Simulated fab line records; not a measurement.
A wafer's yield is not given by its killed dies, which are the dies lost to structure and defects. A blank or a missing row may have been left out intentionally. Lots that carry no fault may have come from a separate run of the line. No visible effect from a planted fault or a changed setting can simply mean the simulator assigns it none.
A lot that was struck, set against a sound lot / flow rit-cmos / 28 out of 202 route steps
Sound: these wafers, L688.1, L688.5, L688.6. The struck wafers were L697.2, L697.3, L697.4. The cause is given at the end.
Per side, at each step with rows, come the tool, then ch with its chambers, and then its first start. Under that, the readings that differ: sound wafers / struck wafers / difference of the means / sigmas: that difference in standard deviations of wafers without a fault.
alike: a reading whose means differ by less than 2 such deviations, as well as words and numbers matching on both sides. not compared: withheld readings; readings where some wafer has no value; bounds like >300 that might hide an equal value; numbers whose values overlap and for which the record gives no deviation.
A row with sigmas, a row that says differs or no value, or rows on one side alone: a step with any of these is where the two part. Numbers that don't overlap but have no deviation are shown without sigmas and don't part them. Lack of a reading on every wafer of one side parts them only where that side has two or more wafers.

RIT_ACTIVE_BOW_MEAS_00:
  sound on film-metro-02 at day 1 20:00; struck on film-metro-02 at day 3 17:01
  alike: INCOMING_BOW
RIT_ACTIVE_OXIDATION_01: target thk 46.8 nm, ox time 3360 s.
  sound on furnace-03 ch 0, day 1 21:10; struck on furnace-04 ch 0, day 3 17:11
reading=spike-tc-centre-C (C); sound=1001.1 1001.3 1001.4; struck=1016.4 1016.4 1014.8; difference=+14.6; sigmas=+13
reading=spike-tc-load-C (C); sound=1027.3 1025.1 1025.0; struck=1039.7 1040.2 1039.0; difference=+13.8; sigmas=+14
reading=spike-tc-source-C (C); sound=1027.6 1028.6 1027.4; struck=1037.4 1037.7 1037.0; difference=+9.5; sigmas=+5
reading=model.SiO2_of_ACTIVE_OXIDATION_01.thk-nm (nm); sound=47.06 47.44 47.7; struck=51.25 51.79 51.79; difference=+4.21; sigmas=
RIT_ACTIVE_THK_MEAS_02:
  sound on film-metro-02 at day 1 23:06; struck on film-metro-01 at day 3 19:08
reading=ACTIVE_OXIDE_THK (nm); sound=47.1 47.5 47.7; struck=51.2 51.7 51.8; difference=+4.1; sigmas=+5
then, 1 step without rows for these wafers: RIT_ACTIVE_CVD_03 (deposits Si3N4 from SiH2Cl2/NH3, target thk 150 nm, time 1500 s).
RIT_ACTIVE_THK_MEAS_04:
  sound on film-metro-01 at day 2 00:34; struck on film-metro-04 at day 3 20:59
  alike: ACTIVE_NITRIDE_THK
then, 6 steps without rows for these wafers: RIT_ACTIVE_HMDS_05 (prime time 60 s); RIT_ACTIVE_COAT_06 (resist thk 1000 nm); RIT_ACTIVE_SOFTBAKE_07 (time 60 s); RIT_ACTIVE_EXPOSE_08 (exposes mask M1, target cd 1400 nm); RIT_ACTIVE_PEB_09; RIT_ACTIVE_DEVELOP_10 (develop time 50 s).
RIT_ACTIVE_CD_MEAS_11: target cd 1400 nm.
  sound on cd-sem-02 at day 2 01:29; struck on cd-sem-01 at day 3 21:55
  alike: cd-nm
then, 1 step without rows for these wafers: RIT_ACTIVE_HARDBAKE_12 (time 60 s).
RIT_ACTIVE_ETCH_13: etches Si3N4 in SF6, stops on SiO2, time 205.4 s, target depth 210 nm.
  sound on rie-diel-01 ch 1,2,3, day 2 01:45; struck on rie-diel-03 ch 0,2,3, day 3 22:10
  alike: drypump-motor-current-A, oes-product-au, throttle-valve-pct
  not compared: rf-hours-counter-h
RIT_ACTIVE_STRIP_14: strips in O2, time 180 s.
  sound on plasma-asher-01 ch 0,1, day 2 01:53; struck on plasma-asher-01 ch 0,1, day 3 22:17
  alike: drypump-motor-current-A
  not compared: rf-hours-counter-h
RIT_ACTIVE_CD_MEAS_90: target cd 1400 nm.
  sound on cd-sem-02 at day 2 02:04; struck on cd-sem-02 at day 3 22:29
  alike: cd-nm
then, 4 steps without rows for these wafers: RIT_ACTIVE_CLEAN_15 (cleans in SC1, time 600 s); RIT_ACTIVE_CLEAN_16 (cleans in dHF, time 30 s); RIT_ACTIVE_CLEAN_17 (cleans in SC2, time 600 s); RIT_FOX1_OXIDATION_00 (target thk 350.7 nm, ox time 1130 s).
RIT_FOX1_THK_MEAS_01:
  sound on film-metro-02 at day 2 03:52; struck on film-metro-02 at day 4 05:05
  alike: FOX1_OXIDE_THK
then, 2 steps without rows for these wafers: RIT_FOX1_WET_ETCH_02 (etches SiO2 in BOE, target depth 350 nm, time 390 s); RIT_FOX2_OXIDATION_00 (target thk 350.7 nm, ox time 1130 s).
RIT_FOX2_THK_MEAS_01:
  sound on film-metro-01 at day 2 06:55; struck on film-metro-01 at day 4 08:19
  alike: FOX2_OXIDE_THK
then, 1 step without rows for these wafers: RIT_FOX2_CLEAN_02 (cleans in dHF, time 180 s).
RIT_FOX2_WET_ETCH_03: etches Si3N4 in H3PO4, target depth 195 nm, time 2700 s.
  sound on wet-bench-04 ch 1, day 2 07:02; struck on wet-bench-01 ch 1, day 4 08:26
reading=model.SiO2_of_ACTIVE_OXIDATION_01.thk-nm (nm); sound=41.64 41.98 42.21; struck=45.28 46.25 46.22; difference=+3.97; sigmas=
RIT_FOX2_THK_MEAS_90:
  sound on film-metro-01 at day 2 07:47; struck on film-metro-02 at day 4 09:12
  alike: FIELD_OXIDE_LEFT_1_THK
RIT_M1_PROBE_99:
  sound on prober-02 at day 4 00:34; struck on prober-01 at day 6 06:54
reading=killed_at_M0_to_M3; sound=0 0 0; struck=0 0 1; difference=+0; sigmas=+3
reading=model.etest.pldd.width-nm (nm); sound=3175 3174 3189; struck=3152 3148 3143; difference=-32; sigmas=
reading=model.etest.nldd.width-nm (nm); sound=3195 3177 3191; struck=3154 3150 3128; difference=-44; sigmas=
reading=model.etest.pplus-sal.width-nm (nm); sound=3467 3484 3462; struck=3438 3437 3436; difference=-34; sigmas=
reading=model.etest.nplus-sal.width-nm (nm); sound=3441 3452 3473; struck=3435 3434 3424; difference=-24; sigmas=
reading=model.etest.nmos-narrow.drive-ua-um; sound=229.1 237.6 231.3; struck=215.5 211.4 209.8; difference=-20.4; sigmas=
  alike: killed-at-contacts, killed-at-front-end, killed-dies, killed-open, killed-short
  not compared: model.etest.pmos-narrow.drive-ua-um

WHERE THEY PART
Last at RIT_M1_PROBE_99 as far as this record goes, first at RIT_ACTIVE_OXIDATION_01.

WHY: whatever the simulator had introduced
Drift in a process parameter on furnace-04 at RIT_ACTIVE_OXIDATION_01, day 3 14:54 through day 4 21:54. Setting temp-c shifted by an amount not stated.
